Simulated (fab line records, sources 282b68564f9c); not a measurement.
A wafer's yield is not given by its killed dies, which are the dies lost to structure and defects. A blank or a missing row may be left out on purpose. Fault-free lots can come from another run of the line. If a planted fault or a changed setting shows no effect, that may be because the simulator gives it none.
Split-lot trial || flow rit_cmos || on a route of 202 steps: 5 lots, 27 wafers read

== ABOUT THE SPLIT ==
At RIT_ACTIVE_DEVELOP_10 (develop time 50 s), the setting develop_time_s was moved away from the recipe's 50 s on 12 of the 27 wafers read, by -57.9% to +43.7%. For the rest of the wafers, this setting stayed at what the recipe calls for.

== FROM THE SPLIT TO THE READING: what the file shows between them, 4 steps ==
- RIT_ACTIVE_CD_MEAS_11: target cd 1400 nm
- RIT_ACTIVE_HARDBAKE_12: time 60 s
- RIT_ACTIVE_ETCH_13: etches Si3N4 in SF6, stops on SiO2, time 210 s, target depth 210 nm
- RIT_ACTIVE_STRIP_14: strips in O2, time 180 s

== THE READING ==
cd_nm at RIT_ACTIVE_CD_MEAS_90, given in nm (cd target 1400 nm). Fault-free wafers of this fab line usually give 1400.5 nm, standard deviation 1.9 nm.

{"wafer": "L075.1", "tool, chamber at the split": "litho_track-02, 0", "develop_time_s as run, s": 50, "against the recipe": "recipe", "cd_nm, nm": 1402.1, "against lot-mates on the recipe": "-"}
{"wafer": "L075.3", "tool, chamber at the split": "litho_track-02, 0", "develop_time_s as run, s": 50, "against the recipe": "recipe", "cd_nm, nm": 1404.8, "against lot-mates on the recipe": "-"}
{"wafer": "L075.4", "tool, chamber at the split": "litho_track-02, 0", "develop_time_s as run, s": 50, "against the recipe": "recipe", "cd_nm, nm": 1402.2, "against lot-mates on the recipe": "-"}
{"wafer": "L076.1", "tool, chamber at the split": "litho_track-03, 0", "develop_time_s as run, s": 28.58, "against the recipe": "-42.8%", "cd_nm, nm": 1463.8, "against lot-mates on the recipe": "+62.8"}
{"wafer": "L076.2", "tool, chamber at the split": "litho_track-03, 0", "develop_time_s as run, s": 50, "against the recipe": "recipe", "cd_nm, nm": 1402.0, "against lot-mates on the recipe": "-"}
{"wafer": "L076.3", "tool, chamber at the split": "litho_track-03, 0", "develop_time_s as run, s": 28.58, "against the recipe": "-42.8%", "cd_nm, nm": 1463.7, "against lot-mates on the recipe": "+62.7"}
{"wafer": "L076.4", "tool, chamber at the split": "litho_track-03, 0", "develop_time_s as run, s": 50, "against the recipe": "recipe", "cd_nm, nm": 1400.9, "against lot-mates on the recipe": "-"}
{"wafer": "L076.5", "tool, chamber at the split": "litho_track-03, 0", "develop_time_s as run, s": 50, "against the recipe": "recipe", "cd_nm, nm": 1400.0, "against lot-mates on the recipe": "-"}
{"wafer": "L076.6", "tool, chamber at the split": "litho_track-03, 0", "develop_time_s as run, s": 28.58, "against the recipe": "-42.8%", "cd_nm, nm": 1463.4, "against lot-mates on the recipe": "+62.4"}
{"wafer": "L077.1", "tool, chamber at the split": "litho_track-03, 0", "develop_time_s as run, s": 71.83, "against the recipe": "+43.7%", "cd_nm, nm": 1366.6, "against lot-mates on the recipe": -32.3}
{"wafer": "L077.2", "tool, chamber at the split": "litho_track-03, 0", "develop_time_s as run, s": 71.83, "against the recipe": "+43.7%", "cd_nm, nm": 1366.1, "against lot-mates on the recipe": -32.8}
{"wafer": "L077.3", "tool, chamber at the split": "litho_track-03, 0", "develop_time_s as run, s": 50, "against the recipe": "recipe", "cd_nm, nm": 1397.4, "against lot-mates on the recipe": "-"}
{"wafer": "L077.4", "tool, chamber at the split": "litho_track-03, 0", "develop_time_s as run, s": 50, "against the recipe": "recipe", "cd_nm, nm": 1399.5, "against lot-mates on the recipe": "-"}
{"wafer": "L077.5", "tool, chamber at the split": "litho_track-03, 0", "develop_time_s as run, s": 50, "against the recipe": "recipe", "cd_nm, nm": 1399.9, "against lot-mates on the recipe": "-"}
{"wafer": "L077.6", "tool, chamber at the split": "litho_track-03, 0", "develop_time_s as run, s": 71.83, "against the recipe": "+43.7%", "cd_nm, nm": 1366.4, "against lot-mates on the recipe": -32.5}
{"wafer": "L080.1", "tool, chamber at the split": "litho_track-01, 0", "develop_time_s as run, s": 70.37, "against the recipe": "+40.7%", "cd_nm, nm": 1367.9, "against lot-mates on the recipe": -31.5}
{"wafer": "L080.2", "tool, chamber at the split": "litho_track-01, 0", "develop_time_s as run, s": 50, "against the recipe": "recipe", "cd_nm, nm": 1399.7, "against lot-mates on the recipe": "-"}
{"wafer": "L080.3", "tool, chamber at the split": "litho_track-01, 0", "develop_time_s as run, s": 70.37, "against the recipe": "+40.7%", "cd_nm, nm": 1366.1, "against lot-mates on the recipe": -33.3}
{"wafer": "L080.4", "tool, chamber at the split": "litho_track-01, 0", "develop_time_s as run, s": 50, "against the recipe": "recipe", "cd_nm, nm": 1400.0, "against lot-mates on the recipe": "-"}
{"wafer": "L080.5", "tool, chamber at the split": "litho_track-01, 0", "develop_time_s as run, s": 70.37, "against the recipe": "+40.7%", "cd_nm, nm": 1369.5, "against lot-mates on the recipe": -29.9}
{"wafer": "L080.6", "tool, chamber at the split": "litho_track-01, 0", "develop_time_s as run, s": 50, "against the recipe": "recipe", "cd_nm, nm": 1398.5, "against lot-mates on the recipe": "-"}
{"wafer": "L083.1", "tool, chamber at the split": "litho_track-01, 0", "develop_time_s as run, s": 50, "against the recipe": "recipe", "cd_nm, nm": 1399.1, "against lot-mates on the recipe": "-"}
{"wafer": "L083.2", "tool, chamber at the split": "litho_track-01, 0", "develop_time_s as run, s": 50, "against the recipe": "recipe", "cd_nm, nm": 1399.4, "against lot-mates on the recipe": "-"}
{"wafer": "L083.3", "tool, chamber at the split": "litho_track-01, 0", "develop_time_s as run, s": 50, "against the recipe": "recipe", "cd_nm, nm": 1400.6, "against lot-mates on the recipe": "-"}
{"wafer": "L083.4", "tool, chamber at the split": "litho_track-01, 0", "develop_time_s as run, s": 21.04, "against the recipe": "-57.9%", "cd_nm, nm": 1500.9, "against lot-mates on the recipe": "+101.2"}
{"wafer": "L083.5", "tool, chamber at the split": "litho_track-01, 0", "develop_time_s as run, s": 21.04, "against the recipe": "-57.9%", "cd_nm, nm": 1503.2, "against lot-mates on the recipe": "+103.5"}
{"wafer": "L083.6", "tool, chamber at the split": "litho_track-01, 0", "develop_time_s as run, s": 21.04, "against the recipe": "-57.9%", "cd_nm, nm": 1504.6, "against lot-mates on the recipe": "+104.9"}

THE FIT
A straight line over all 27 wafers: cd_nm changes by -1.29 nm for each +1% of develop_time_s; r = -0.97; the points scatter about the line by 11 nm.
The same after taking each lot's own level away (the mean of its wafers on the recipe; 27 wafers): -1.28 nm for each +1%; r = -0.96; scatter 12 nm.
That fit puts the effect of the largest move of develop_time_s on the reading at 74 nm.
Measured against the standard deviation above, the lots' own levels, which go from 1398.93 to 1403.03 nm, span 2.2 times it.
Consequently the slope shifts little with the lot-to-lot level, the two slopes agreeing.
Check: for one of the wafers moved furthest among these (-57.9%), held out of the fit, the line's prediction against its lot-mates is +79.9 nm. It came out at +101 nm against them.

== THE WHOLE CHAIN: every reading that the file lists as answering this split, in the file's order ==
{"step": "RIT_ACTIVE_CD_MEAS_11", "what it does": "target cd 1400 nm", "reading": "cd_nm", "change (the file's fit)": "-1.3 nm for each +1% of the setting", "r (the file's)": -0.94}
{"step": "RIT_ACTIVE_ETCH_13", "what it does": "etches Si3N4 in SF6, stops on SiO2, time 210 s, target depth 210 nm", "reading": "ACTIVE.cd_nm (the simulator's own value, which no gauge read)", "change (the file's fit)": "-1.3 nm for each +1% of the setting", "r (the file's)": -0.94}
{"step": "RIT_ACTIVE_CD_MEAS_90", "what it does": "target cd 1400 nm", "reading": "cd_nm", "change (the file's fit)": "-1.3 nm for each +1% of the setting", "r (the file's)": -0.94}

== FILE'S OWN FIT ==
cd_nm changes by -1.3 nm for each +1% of develop_time_s, r = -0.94.
